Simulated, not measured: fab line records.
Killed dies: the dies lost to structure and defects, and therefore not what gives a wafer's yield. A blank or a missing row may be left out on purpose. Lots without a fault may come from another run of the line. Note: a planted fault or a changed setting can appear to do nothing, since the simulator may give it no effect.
fab line records	flow ritCmos
[record] lots = 5	wafers = 15	lastDay = 6
route steps=202 shown SDANNEAL@155 PSD@157 NSD@158 PLDD@159 NLDD@160 SILICIDE@161 CONTACT@168 M1@184
lots untouched by any fault: they come from a run of this same line in which no faults occurred
startH: hours from the record's opening day to when the first of the lot's shown wafers began	waitH: hours from the lot's prior step to this one	" the same as in the row above	L1.1+2: several wafers, shown together as one row	- no value, or no start was given	* or withheld: withheld	< > ~ a bound
route shown NAME@n: names a module that has steps shown in the file, with the first one's number in the route	usual: mean and standard deviation over wafers with no fault	same: alike in all rows	chamber/n: place in a boat	sites: per-site readings	_std_site: standard deviation across them	_edge_site: outer sites' mean less inner sites'	radiusMm: for every site, how far away it sits from the centre of the wafer	mask NAME#n: copy n	behind: the most recent tool/chamber to have shaped the wafer	hold: the reason the lot was held/the length of the hold in hours/how it ended	device: the transistor (n, p or np) that didn't switch	end of line: the tests these same wafers got at the end of their route	where a step has no rows: the recipe by itself	killed: count of dies lost to structure and defects at first sort (not the wafer's yield)	map: a wafer's dies, x killed, . not, _ none there
set.NAME: the run value of the setting; set.NAME@STEP: its run value at that earlier step	model.NAME: the simulator's own value behind a step, which no gauge read
lots seen at some steps along the route; tables by step, rows by wafer
services: the hour from which a tool's chamber was out of use, counted from the record's first day as startH (under 0 if before that day), plus the number of hours and why
[[steps]]
[step RIT_SDANNEAL_CLEAN_02]
[recipe] chemistry = SC2	mix = 3:3:50	timeS = 600	tempC = 75	dry = n2Spin
lot.wafer	tool	chamber	startH	waitH
L076.4+5+6	wetBench-01	0	69.87	0.0
L081.1+3+4	wetBench-01	3	91.42	0.0
L084.1+2+5	wetBench-04	1	101.25	0.0
L089.1+4+5	wetBench-04	2	124.55	0.0
L092.1+4+6	wetBench-03	3	140.90	0.0
[step RIT_SDANNEAL_RTA_03]
[recipe] tempC = 1050	timeS = 5	idleTempC = 600	rampUpCPerS = 342	rampDownCPerS = 171	coolToC = 600	ambient = N2
[usual] wafer_temp_C_max = 1053.5/1.2
lot.wafer	tool	chamber	startH	waitH	wafer_temp_C_max
L076.4	rtpAnneal-01	0	70.07	0.0	1051.1
L076.5	"	0	"	"	1052.4
L076.6	"	0	"	"	1054.5
L081.1	rtpAnneal-02	0	91.59	0.0	1052.3
L081.3	"	0	"	"	1055.2
L081.4	"	0	"	"	1054.2
L084.1	rtpAnneal-02	0	101.42	0.0	1053.2
L084.2	"	0	"	"	1054.7
L084.5	"	0	"	"	1054.5
L089.1	rtpAnneal-02	0	124.72	0.0	1053.7
L089.4	"	0	"	"	1054.1
L089.5	"	0	"	"	1052.3
L092.1	rtpAnneal-01	0	141.08	0.0	1054.3
L092.4	"	0	"	"	1053.0
L092.6	"	0	"	"	1051.9
[step RIT_SDANNEAL_RS_MEAS_04]
[recipe] thkMeasGauge = four-point-probe
[usual] PSD_RS = 116.4/0.33
lot.wafer	tool	chamber	startH	waitH	PSD_RS[ohm/sq]
L076.4	filmMetro-04	-	70.16	0.1	116.7
L076.5	"	-	"	"	116.1
L076.6	"	-	"	"	115.9
L081.1	filmMetro-02	-	91.65	0.0	116.3
L081.3	"	-	"	"	116.1
L081.4	"	-	"	"	116.5
L084.1	filmMetro-03	-	101.48	0.0	116.2
L084.2	"	-	"	"	116.1
L084.5	"	-	"	"	116.4
L089.1	filmMetro-04	-	124.78	0.0	116.0
L089.4	"	-	"	"	116.3
L089.5	"	-	"	"	116.2
L092.1	filmMetro-02	-	141.14	0.0	116.7
L092.4	"	-	"	"	116.7
L092.6	"	-	"	"	116.6
[step RIT_SDANNEAL_RS_MEAS_05]
[recipe] thkMeasGauge = four-point-probe
[usual] NSD_RS = 84.7/0.32
lot.wafer	tool	chamber	startH	waitH	NSD_RS[ohm/sq]
L076.4	filmMetro-04	-	70.28	0.1	84.3
L076.5	"	-	"	"	84.5
L076.6	"	-	"	"	84.1
L081.1	filmMetro-02	-	91.77	0.1	84.4
L081.3	"	-	"	"	84.3
L081.4	"	-	"	"	84.4
L084.1	filmMetro-03	-	101.60	0.1	84.8
L084.2	"	-	"	"	85.0
L084.5	"	-	"	"	84.6
L089.1	filmMetro-04	-	124.90	0.1	84.6
L089.4	"	-	"	"	84.9
L089.5	"	-	"	"	84.8
L092.1	filmMetro-02	-	141.26	0.1	84.8
L092.4	"	-	"	"	84.4
L092.6	"	-	"	"	84.6
[step RIT_SDANNEAL_RS_MEAS_06]
[recipe] thkMeasGauge = four-point-probe
[usual] PLDD_RS = 178.8/0.52
lot.wafer	tool	chamber	startH	waitH	PLDD_RS[ohm/sq]
L076.4	filmMetro-04	-	70.40	0.1	178.4
L076.5	"	-	"	"	178.3
L076.6	"	-	"	"	178.5
L081.1	filmMetro-02	-	91.89	0.1	179.1
L081.3	"	-	"	"	178.8
L081.4	"	-	"	"	179.6
L084.1	filmMetro-03	-	101.72	0.1	178.0
L084.2	"	-	"	"	178.5
L084.5	"	-	"	"	178.3
L089.1	filmMetro-04	-	125.02	0.1	178.0
L089.4	"	-	"	"	177.8
L089.5	"	-	"	"	178.5
L092.1	filmMetro-02	-	141.38	0.1	178.9
L092.4	"	-	"	"	178.8
L092.6	"	-	"	"	179.3
[step RIT_SDANNEAL_RS_MEAS_07]
[recipe] thkMeasGauge = four-point-probe
[usual] NLDD_RS = 149.1/0.72
lot.wafer	tool	chamber	startH	waitH	NLDD_RS[ohm/sq]
L076.4	filmMetro-04	-	70.52	0.1	147.7
L076.5	"	-	"	"	148.0
L076.6	"	-	"	"	148.3
L081.1	filmMetro-02	-	92.01	0.1	149.0
L081.3	"	-	"	"	148.3
L081.4	"	-	"	"	149.6
L084.1	filmMetro-03	-	101.84	0.1	149.4
L084.2	"	-	"	"	149.7
L084.5	"	-	"	"	149.1
L089.1	filmMetro-04	-	125.14	0.1	148.2
L089.4	"	-	"	"	147.8
L089.5	"	-	"	"	147.5
L092.1	filmMetro-02	-	141.50	0.1	150.0
L092.4	"	-	"	"	149.9
L092.6	"	-	"	"	150.5
[step RIT_SILICIDE_WET_ETCH_00]
[recipe] chemistry = BOE	target = SiO2	targetDepthNm = 14	timeS = 15	dry = n2Spin	dilution = 10:1	tempC = 21.5
lot.wafer	tool	chamber	startH	waitH
L076.4+5+6	wetBench-02	1	70.58	0.0
L081.1+3+4	wetBench-02	0	92.13	0.1
L084.1+2+5	wetBench-02	2	101.96	0.1
L089.1+4+5	wetBench-02	2	125.26	0.1
L092.1+4+6	wetBench-02	0	141.62	0.1
[step RIT_SILICIDE_SPUTTER_01]
[recipe] material = Ti	targetThkNm = 30	powerW = 350	chamberPressurePa = 0.667	gas = Ar	timeS = 244.7	substrateTempC = 25
[usual] throttleValvePct = 30.0/1.1
lot.wafer	tool	chamber	startH	waitH	throttleValvePct
L076.4	pvdSputter-04	-	70.59	0.0	31.9
L076.5	"	-	"	"	29.2
L076.6	"	-	"	"	32.0
L081.1	pvdSputter-02	-	92.14	0.0	29.1
L081.3	"	-	"	"	29.2
L081.4	"	-	"	"	29.7
L084.1	pvdSputter-01	-	101.97	0.0	29.5
L084.2	"	-	"	"	28.8
L084.5	"	-	"	"	31.3
L089.1	pvdSputter-02	-	125.27	0.0	29.8
L089.4	"	-	"	"	29.4
L089.5	"	-	"	"	30.7
L092.1	pvdSputter-04	-	141.63	0.0	29.2
L092.4	"	-	"	"	30.6
L092.6	"	-	"	"	30.3
[step RIT_SILICIDE_RS_MEAS_02]
[recipe] thkMeasGauge = four-point-probe	reads = Ti_of_SILICIDE_SPUTTER_01
[usual] SILICIDE_TI_RS = 46.8/0.64
lot.wafer	tool	chamber	startH	waitH	SILICIDE_TI_RS[ohm/sq]
L076.4	filmMetro-03	-	70.80	0.1	47.8
L076.5	"	-	"	"	48.0
L076.6	"	-	"	"	47.4
L081.1	filmMetro-01	-	92.29	0.1	46.6
L081.3	"	-	"	"	46.7
L081.4	"	-	"	"	46.5
L084.1	filmMetro-01	-	102.12	0.1	45.6
L084.2	"	-	"	"	46.3
L084.5	"	-	"	"	46.5
L089.1	filmMetro-01	-	125.42	0.1	47.1
L089.4	"	-	"	"	47.6
L089.5	"	-	"	"	47.8
L092.1	filmMetro-01	-	141.78	0.1	47.1
L092.4	"	-	"	"	47.1
L092.6	"	-	"	"	47.2
[step RIT_SILICIDE_THK_MEAS_03]
[recipe] thkMeasGauge = xrf	reads = Ti_of_SILICIDE_SPUTTER_01
[usual] SILICIDE_TI_THK = 31.0/0.35
lot.wafer	tool	chamber	startH	waitH	SILICIDE_TI_THK[nm]
L076.4	filmMetro-03	-	70.89	0.1	30.4
L076.5	"	-	"	"	30.1
L076.6	"	-	"	"	30.4
L081.1	filmMetro-01	-	92.41	0.1	31.0
L081.3	"	-	"	"	31.1
L081.4	"	-	"	"	31.1
L084.1	filmMetro-01	-	102.24	0.1	31.7
L084.2	"	-	"	"	31.3
L084.5	"	-	"	"	31.1
L089.1	filmMetro-01	-	125.54	0.1	31.0
L089.4	"	-	"	"	30.8
L089.5	"	-	"	"	30.7
L092.1	filmMetro-01	-	141.90	0.1	31.0
L092.4	"	-	"	"	31.0
L092.6	"	-	"	"	31.0
[step RIT_SILICIDE_RTA_04]
[recipe] tempC = 650	timeS = 10	idleTempC = 25	rampUpS = 5	rampDownS = 5	coolToC = 25	ambient = N2
[usual] wafer_temp_C_max = 652.6/0.75
lot.wafer	tool	chamber	startH	waitH	wafer_temp_C_max
L076.4	rtpAnneal-02	0	70.96	0.1	654.9
L076.5	"	0	"	"	653.9
L076.6	"	0	"	"	654.1
L081.1	rtpAnneal-02	0	92.47	0.1	652.9
L081.3	"	0	"	"	652.5
L081.4	"	0	"	"	653.0
L084.1	rtpAnneal-02	0	102.30	0.1	652.5
L084.2	"	0	"	"	654.3
L084.5	"	0	"	"	653.5
L089.1	rtpAnneal-02	0	125.60	0.1	653.6
L089.4	"	0	"	"	652.4
L089.5	"	0	"	"	652.1
L092.1	rtpAnneal-01	0	141.96	0.1	651.1
L092.4	"	0	"	"	651.6
L092.6	"	0	"	"	651.4
[step RIT_SILICIDE_WET_ETCH_05]
[recipe] chemistry = SPM	target = Ti	tempC = 90	timeS = 120	dry = n2Spin
lot.wafer	tool	chamber	startH	waitH
L076.4+5+6	wetBench-02	0	70.99	0.0
L081.1+3+4	wetBench-04	3	92.54	0.1
L084.1+2+5	wetBench-03	0	102.37	0.1
L089.1+4+5	wetBench-04	3	125.67	0.1
L092.1+4+6	wetBench-04	0	142.03	0.1
[step RIT_SILICIDE_RTA_06]
[recipe] tempC = 750	timeS = 10	idleTempC = 25	rampUpS = 5	rampDownS = 10	coolToC = 25	ambient = N2
[usual] wafer_temp_C_max = 753.0/0.82
lot.wafer	tool	chamber	startH	waitH	wafer_temp_C_max
L076.4	rtpAnneal-01	0	71.07	0.0	752.6
L076.5	"	0	"	"	751.8
L076.6	"	0	"	"	751.4
L081.1	rtpAnneal-02	0	92.58	0.0	755.0
L081.3	"	0	"	"	753.3
L081.4	"	0	"	"	752.9
L084.1	rtpAnneal-02	0	102.42	0.0	753.2
L084.2	"	0	"	"	755.2
L084.5	"	0	"	"	753.7
L089.1	rtpAnneal-02	0	125.71	0.0	753.2
L089.4	"	0	"	"	754.3
L089.5	"	0	"	"	754.2
L092.1	rtpAnneal-01	0	142.07	0.0	751.6
L092.4	"	0	"	"	753.5
L092.6	"	0	"	"	752.4
[step RIT_CONTACT_CVD_00]
[recipe] material = SiO2	targetThkNm = 400	precursor = TEOS	tempC = 390	timeS = 63.96	rfW = 400
[usual] heaterPowerW = 313/77
lot.wafer	tool	chamber	startH	waitH	heaterPowerW
L076.4	pecvd-04	0	71.13	0.0	388
L076.5	"	1	"	"	227
L076.6	"	2	"	"	287
L081.1	pecvd-01	2	92.65	0.1	324
L081.3	"	2	"	"	327
L081.4	"	0	"	"	400
L084.1	pecvd-01	2	102.49	0.1	329
L084.2	"	0	"	"	482
L084.5	"	0	"	"	392
L089.1	pecvd-04	0	125.78	0.1	407
L089.4	"	0	"	"	422
L089.5	"	1	"	"	190
L092.1	pecvd-04	2	142.14	0.1	246
L092.4	"	0	"	"	381
L092.6	"	1	"	"	216
[step RIT_CONTACT_THK_MEAS_01]
[recipe] reads = SiO2_of_CONTACT_CVD_00
[usual] CONTACT_TEOS_THK = 418/6.7
lot.wafer	tool	chamber	startH	waitH	CONTACT_TEOS_THK[nm]
L076.4	filmMetro-02	-	71.18	0.0	422
L076.5	"	-	"	"	416
L076.6	"	-	"	"	416
L081.1	filmMetro-02	-	92.73	0.1	420
L081.3	"	-	"	"	423
L081.4	"	-	"	"	419
L084.1	filmMetro-01	-	102.56	0.1	421
L084.2	"	-	"	"	422
L084.5	"	-	"	"	429
L089.1	filmMetro-01	-	125.83	0.0	419
L089.4	"	-	"	"	428
L089.5	"	-	"	"	422
L092.1	filmMetro-01	-	142.19	0.0	409
L092.4	"	-	"	"	417
L092.6	"	-	"	"	421
[step RIT_CONTACT_HMDS_02]
[recipe] primeTimeS = 60	primeTempC = 140
[usual] primeTempC = 139.99/0.14	resistLineTempC = 23.02/0.11
lot.wafer	tool	chamber	startH	waitH	primeTempC	resistLineTempC
L076.4	lithoTrack-04	0	71.29	0.1	140.12	23.13
L076.5	"	0	"	"	139.84	22.90
L076.6	"	0	"	"	139.87	23.00
L081.1	lithoTrack-04	0	92.79	0.1	139.98	22.99
L081.3	"	0	"	"	140.20	23.10
L081.4	"	0	"	"	139.92	22.91
L084.1	lithoTrack-01	0	102.62	0.1	140.07	22.94
L084.2	"	0	"	"	140.04	22.88
L084.5	"	0	"	"	140.09	22.91
L089.1	lithoTrack-04	0	125.89	0.1	139.96	22.91
L089.4	"	0	"	"	139.77	23.05
L089.5	"	0	"	"	139.94	22.99
L092.1	lithoTrack-04	0	142.32	0.1	140.02	22.95
L092.4	"	0	"	"	139.87	23.29
L092.6	"	0	"	"	140.21	23.14
[step RIT_CONTACT_COAT_03]
[recipe] resist = NOVOLAK	spinRpm = 3250	resistThkNm = 1000
[usual] resistLineTempC = 22.97/0.11
lot.wafer	tool	chamber	startH	waitH	resistLineTempC
L076.4	lithoTrack-04	0	71.44	0.1	22.90
L076.5	"	0	"	"	23.12
L076.6	"	0	"	"	22.93
L081.1	lithoTrack-04	0	92.94	0.1	23.00
L081.3	"	0	"	"	23.10
L081.4	"	0	"	"	23.11
L084.1	lithoTrack-01	0	102.77	0.1	22.99
L084.2	"	0	"	"	22.87
L084.5	"	0	"	"	22.88
L089.1	lithoTrack-04	0	126.04	0.1	23.07
L089.4	"	0	"	"	22.88
L089.5	"	0	"	"	23.10
L092.1	lithoTrack-04	0	142.47	0.1	22.80
L092.4	"	0	"	"	22.75
L092.6	"	0	"	"	23.02
[step RIT_CONTACT_SOFTBAKE_04]
[recipe] resist = NOVOLAK	tempC = 90	timeS = 60
[usual] resistLineTempC = 23.00/0.1
lot.wafer	tool	chamber	startH	waitH	resistLineTempC
L076.4	lithoTrack-04	0	71.59	0.1	23.02
L076.5	"	0	"	"	22.99
L076.6	"	0	"	"	22.94
L081.1	lithoTrack-04	0	93.09	0.1	22.98
L081.3	"	0	"	"	23.21
L081.4	"	0	"	"	22.99
L084.1	lithoTrack-01	0	102.92	0.1	22.95
L084.2	"	0	"	"	22.84
L084.5	"	0	"	"	22.98
L089.1	lithoTrack-04	0	126.19	0.1	22.95
L089.4	"	0	"	"	23.02
L089.5	"	0	"	"	22.95
L092.1	lithoTrack-04	0	142.62	0.1	23.11
L092.4	"	0	"	"	23.09
L092.6	"	0	"	"	23.07
[step RIT_CONTACT_EXPOSE_05]
[recipe] maskId = M11	na = 0.6	sourceShape = conventional	sigmaOuter = 0.5	targetCdNm = 1000	doseMj = 250
lot.wafer	tool	chamber	startH	waitH	mask
L076.4+5+6	ilineStepper-02	0	71.85	0.2	M11#0
L081.1+3+4	ilineStepper-01	0	93.24	0.1	M11#0
L084.1+2+5	ilineStepper-02	0	103.07	0.1	M11#0
L089.1+4+5	ilineStepper-02	0	126.47	0.2	M11#0
L092.1+4+6	ilineStepper-02	0	142.77	0.1	M11#0
[step RIT_CONTACT_PEB_06]
[recipe] resist = NOVOLAK	tempC = withheld	timeS = withheld
[usual] resistLineTempC = *
lot.wafer	tool	chamber	startH	waitH	resistLineTempC
L076.4	lithoTrack-04	0	71.98	0.1	*
L076.5	"	0	"	"	*
L076.6	"	0	"	"	*
L081.1	lithoTrack-04	0	93.35	0.1	*
L081.3	"	0	"	"	*
L081.4	"	0	"	"	*
L084.1	lithoTrack-04	0	103.19	0.1	*
L084.2	"	0	"	"	*
L084.5	"	0	"	"	*
L089.1	lithoTrack-01	0	126.58	0.1	*
L089.4	"	0	"	"	*
L089.5	"	0	"	"	*
L092.1	lithoTrack-04	0	142.92	0.1	*
L092.4	"	0	"	"	*
L092.6	"	0	"	"	*
[step RIT_CONTACT_DEVELOP_07]
[recipe] resist = NOVOLAK	developTimeS = 120	devTempC = 23
[usual] resistLineTempC = 22.99/0.092
lot.wafer	tool	chamber	startH	waitH	resistLineTempC
L076.4	lithoTrack-04	0	-	-	22.95
L076.5	"	0	"	"	23.05
L076.6	"	0	"	"	22.95
L081.1	lithoTrack-04	0	-	-	22.88
L081.3	"	0	"	"	22.96
L081.4	"	0	"	"	22.91
L084.1	lithoTrack-04	0	-	-	23.06
L084.2	"	0	"	"	23.31
L084.5	"	0	"	"	23.12
L089.1	lithoTrack-01	0	-	-	23.12
L089.4	"	0	"	"	23.11
L089.5	"	0	"	"	22.95
L092.1	lithoTrack-04	0	-	-	22.96
L092.4	"	0	"	"	23.00
L092.6	"	0	"	"	22.84
[step RIT_CONTACT_CD_MEAS_08]
[recipe] targetCdNm = 1000
[usual] cdNm = 1000.1/2.3
lot.wafer	tool	chamber	startH	waitH	cdNm
L076.4	cdSem-01	-	72.36	-	995.2
L076.5	"	-	"	"	996.6
L076.6	"	-	"	"	996.6
L081.1	cdSem-01	-	93.75	-	999.5
L081.3	"	-	"	"	1001.4
L081.4	"	-	"	"	1000.7
L084.1	cdSem-02	-	103.59	-	1000.4
L084.2	"	-	"	"	1000.9
L084.5	"	-	"	"	1002.1
L089.1	cdSem-02	-	126.98	-	1002.7
L089.4	"	-	"	"	1002.7
L089.5	"	-	"	"	1002.7
L092.1	cdSem-02	-	143.32	-	998.8
L092.4	"	-	"	"	999.9
L092.6	"	-	"	"	1000.1
[step RIT_CONTACT_OVL_MEAS_09]
[usual] CONTACT_OVL = -0.7/1.4
lot.wafer	tool	chamber	startH	waitH	CONTACT_OVL[nm]
L076.4	overlay-01	-	72.44	0.1	-0.3
L076.5	"	-	"	"	-0.3
L076.6	"	-	"	"	-0.6
L081.1	overlay-02	-	93.87	0.1	1.1
L081.3	"	-	"	"	2.4
L081.4	"	-	"	"	1.1
L084.1	overlay-01	-	103.71	0.1	1.6
L084.2	"	-	"	"	0.5
L084.5	"	-	"	"	0.7
L089.1	overlay-01	-	127.10	0.1	0.5
L089.4	"	-	"	"	1.0
L089.5	"	-	"	"	0.4
L092.1	overlay-01	-	143.44	0.1	-0.2
L092.4	"	-	"	"	-1.3
L092.6	"	-	"	"	-0.9
[step RIT_CONTACT_HARDBAKE_10]
[recipe] resist = NOVOLAK	tempC = 140	timeS = 60
[usual] resistLineTempC = 22.99/0.097
lot.wafer	tool	chamber	startH	waitH	resistLineTempC
L076.4	lithoTrack-01	0	72.53	0.1	22.98
L076.5	"	0	"	"	22.98
L076.6	"	0	"	"	22.93
L081.1	lithoTrack-03	0	93.91	0.0	22.98
L081.3	"	0	"	"	23.03
L081.4	"	0	"	"	22.87
L084.1	lithoTrack-04	0	103.74	0.0	23.00
L084.2	"	0	"	"	22.83
L084.5	"	0	"	"	23.13
L089.1	lithoTrack-01	0	127.14	0.0	22.93
L089.4	"	0	"	"	22.90
L089.5	"	0	"	"	22.87
L092.1	lithoTrack-03	0	143.48	0.0	22.92
L092.4	"	0	"	"	22.94
L092.6	"	0	"	"	22.96
[step RIT_CONTACT_ETCH_11]
[recipe] targetDepthA = 4800	overEtchFrac = 0.2	stopOn = TiSi2	chemistry = CHF3/CF4/Ar	target = SiO2	CHF3_flow_sccm = 50	cf4FlowSccm = 10	Ar_flow_sccm = 100	O2_flow_sccm = 5	pressureMtorr = 100	rfW = 202.7	timeS = 320
[usual] CHF3_flow_sccm = 50.00/0.16	chamberPressureMTorr = 100.00/0.098	drypumpMotorCurrentA = 5.7/0.4	oesProductAu = 0.989/0.015	throttleValvePct = 8.89/0.12
lot.wafer	tool	chamber	startH	waitH	CHF3_flow_sccm	chamberPressureMTorr	drypumpMotorCurrentA	oesProductAu	rfHoursCounterH	throttleValvePct
L076.4	rieDiel-01	2	72.61	0.1	50.37	100.02	6.4	0.990	116	8.74
L076.5	"	0	"	"	50.04	99.94	5.5	0.987	-	9.11
L076.6	"	1	"	"	49.93	100.01	5.8	0.960	-	8.66
L081.1	rieDiel-04	3	94.06	0.1	49.80	99.99	6.1	1.011	4	8.87
L081.3	"	1	"	"	50.00	99.97	5.6	0.984	160	8.82
L081.4	"	3	"	"	49.69	99.90	6.1	1.008	-	8.88
L084.1	rieDiel-01	2	103.89	0.1	50.23	100.02	6.4	0.999	117	8.74
L084.2	"	0	"	"	50.12	100.14	5.5	0.983	9	9.11
L084.5	"	3	"	"	50.11	100.08	5.7	0.995	-	8.85
L089.1	rieDiel-02	3	127.29	0.1	49.73	100.09	5.0	0.991	14	9.09
L089.4	"	2	"	"	49.46	100.14	5.6	0.982	106	8.83
L089.5	"	3	"	"	50.10	100.05	5.0	0.993	-	9.09
L092.1	rieDiel-02	0	143.63	0.1	49.95	100.08	6.1	0.984	0	8.98
L092.4	"	1	"	"	50.00	99.92	5.3	0.967	96	8.85
L092.6	"	3	"	"	50.01	100.04	5.0	0.985	-	9.11
[step RIT_CONTACT_STRIP_12]
[recipe] chemistry = O2	timeS = 180	resist = NOVOLAK	platenTempC = withheld	powerW = 500	pressureMtorr = 4000	o2FlowSccm = 4000
[usual] chamberPressureMTorr = 4000/3.8	drypumpMotorCurrentA = 5.6/0.34
lot.wafer	tool	chamber	startH	waitH	chamberPressureMTorr	drypumpMotorCurrentA	rfHoursCounterH
L076.4	plasmaAsher-04	0	72.86	0.2	4006	5.6	-
L076.5	"	0	"	"	3995	5.6	-
L076.6	"	1	"	"	4002	5.3	-
L081.1	plasmaAsher-02	0	94.25	0.1	3998	5.9	43
L081.3	"	1	"	"	4000	4.9	-
L081.4	"	0	"	"	3999	5.9	-
L084.1	plasmaAsher-01	0	104.09	0.1	3999	5.9	47
L084.2	"	1	"	"	4000	5.6	47
L084.5	"	0	"	"	3998	5.9	-
L089.1	plasmaAsher-01	1	127.48	0.1	4003	5.5	50
L089.4	"	0	"	"	3995	5.9	-
L089.5	"	0	"	"	3993	5.9	-
L092.1	plasmaAsher-01	0	143.82	0.1	3996	5.9	52
L092.4	"	0	"	"	4007	5.9	-
L092.6	"	0	"	"	3999	5.9	-
[step RIT_CONTACT_CD_MEAS_90]
[recipe] targetCdNm = 1000
[usual] cdNm = 1000.2/2.2
lot.wafer	tool	chamber	startH	waitH	cdNm
L076.4	cdSem-01	-	73.04	0.1	995.8
L076.5	"	-	"	"	996.7
L076.6	"	-	"	"	996.9
L081.1	cdSem-01	-	94.43	0.1	999.6
L081.3	"	-	"	"	1002.1
L081.4	"	-	"	"	1000.9
L084.1	cdSem-02	-	104.26	0.1	1000.1
L084.2	"	-	"	"	1001.5
L084.5	"	-	"	"	1002.0
L089.1	cdSem-01	-	127.66	0.1	1002.2
L089.4	"	-	"	"	1003.2
L089.5	"	-	"	"	1001.9
L092.1	cdSem-01	-	144.00	0.1	998.5
L092.4	"	-	"	"	1000.1
L092.6	"	-	"	"	999.9
[step RIT_CONTACT_CLEAN_13]
[recipe] chemistry = SC1	mix = 3:3:50	timeS = 600	tempC = 75
lot.wafer	tool	chamber	startH	waitH
L076.4+5+6	wetBench-02	0	73.10	0.0
L081.1+3+4	wetBench-01	3	94.55	0.1
L084.1+2+5	wetBench-04	1	104.38	0.1
L089.1+4+5	wetBench-01	3	127.78	0.1
L092.1+4+6	wetBench-02	3	144.12	0.1
[step RIT_CONTACT_CLEAN_14]
[recipe] chemistry = SC2	mix = 3:3:50	timeS = 600	tempC = 75	dry = n2Spin
lot.wafer	tool	chamber	startH	waitH
L076.4+5+6	wetBench-01	1	73.29	0.0
L081.1+3+4	wetBench-04	1	94.72	0.0
L084.1+2+5	wetBench-01	3	104.58	0.0
L089.1+4+5	wetBench-04	1	127.95	0.0
L092.1+4+6	wetBench-04	2	144.29	0.0
[step RIT_M1_SPUTTER_00]
[recipe] material = Al	targetThkNm = 400	powerW = 2000	chamberPressurePa = 0.4	gas = Ar	timeS = 500	substrateTempC = 25
[usual] throttleValvePct = 29.8/1
lot.wafer	tool	chamber	startH	waitH	throttleValvePct
L076.4	pvdSputter-01	-	73.46	0.0	29.5
L076.5	"	-	"	"	28.4
L076.6	"	-	"	"	29.4
L081.1	pvdSputter-03	-	94.90	0.0	29.1
L081.3	"	-	"	"	29.9
L081.4	"	-	"	"	29.0
L084.1	pvdSputter-04	-	104.75	0.0	32.1
L084.2	"	-	"	"	29.3
L084.5	"	-	"	"	30.7
L089.1	pvdSputter-01	-	128.14	0.0	31.5
L089.4	"	-	"	"	29.7
L089.5	"	-	"	"	29.6
L092.1	pvdSputter-03	-	144.47	0.0	30.0
L092.4	"	-	"	"	29.4
L092.6	"	-	"	"	29.5
[step RIT_M1_RS_MEAS_01]
[recipe] thkMeasGauge = four-point-probe	reads = Al_of_M1_SPUTTER_00
[usual] M1_AL_RS = 0.0733/0.00074
lot.wafer	tool	chamber	startH	waitH	M1_AL_RS[ohm/sq]
L076.4	filmMetro-04	-	73.82	0.2	0.0730
L076.5	"	-	"	"	0.0742
L076.6	"	-	"	"	0.0733
L081.1	filmMetro-03	-	95.19	0.1	0.0742
L081.3	"	-	"	"	0.0731
L081.4	"	-	"	"	0.0743
L084.1	filmMetro-04	-	105.04	0.1	0.0721
L084.2	"	-	"	"	0.0730
L084.5	"	-	"	"	0.0727
L089.1	filmMetro-04	-	128.44	0.1	0.0733
L089.4	"	-	"	"	0.0731
L089.5	"	-	"	"	0.0736
L092.1	filmMetro-02	-	144.76	0.1	0.0723
L092.4	"	-	"	"	0.0732
L092.6	"	-	"	"	0.0736
[[services]]
tool	chamber	startH	hours	kind
wetBench-02	-	48.57	4.4	pm
pvdSputter-03	-	50.02	11.7	repair
rieDiel-02	2	54.87	9.7	repair
pvdSputter-02	-	55.85	1.5	repair
rieDiel-02	1	56.41	3.8	repair
wetBench-02	-	56.50	6.5	repair
rieDiel-04	-	57.63	14.6	pm
rieDiel-04	2	74.62	21.4	repair
rtpAnneal-01	-	76.97	56.8	pm
pecvd-01	1	87.87	16.6	repair
rieDiel-04	2	100.12	16.7	repair
rieDiel-02	0	102.34	1.8	repair
ilineStepper-01	-	102.86	6.4	repair
pvdSputter-01	-	104.00	3.0	repair
pvdSputter-02	-	105.15	1.0	repair
plasmaAsher-04	-	108.75	9.0	pm
pvdSputter-04	-	114.42	0.7	repair
pvdSputter-01	-	114.94	0.8	repair
pvdSputter-03	-	118.30	0.5	repair
pecvd-01	1	123.04	6.6	repair
pvdSputter-02	-	127.46	31.8	repair
rtpAnneal-02	-	133.77	3.7	pm
pvdSputter-01	-	136.50	3.9	repair
ilineStepper-01	-	143.84	4.4	pm
[[key]]
fault none
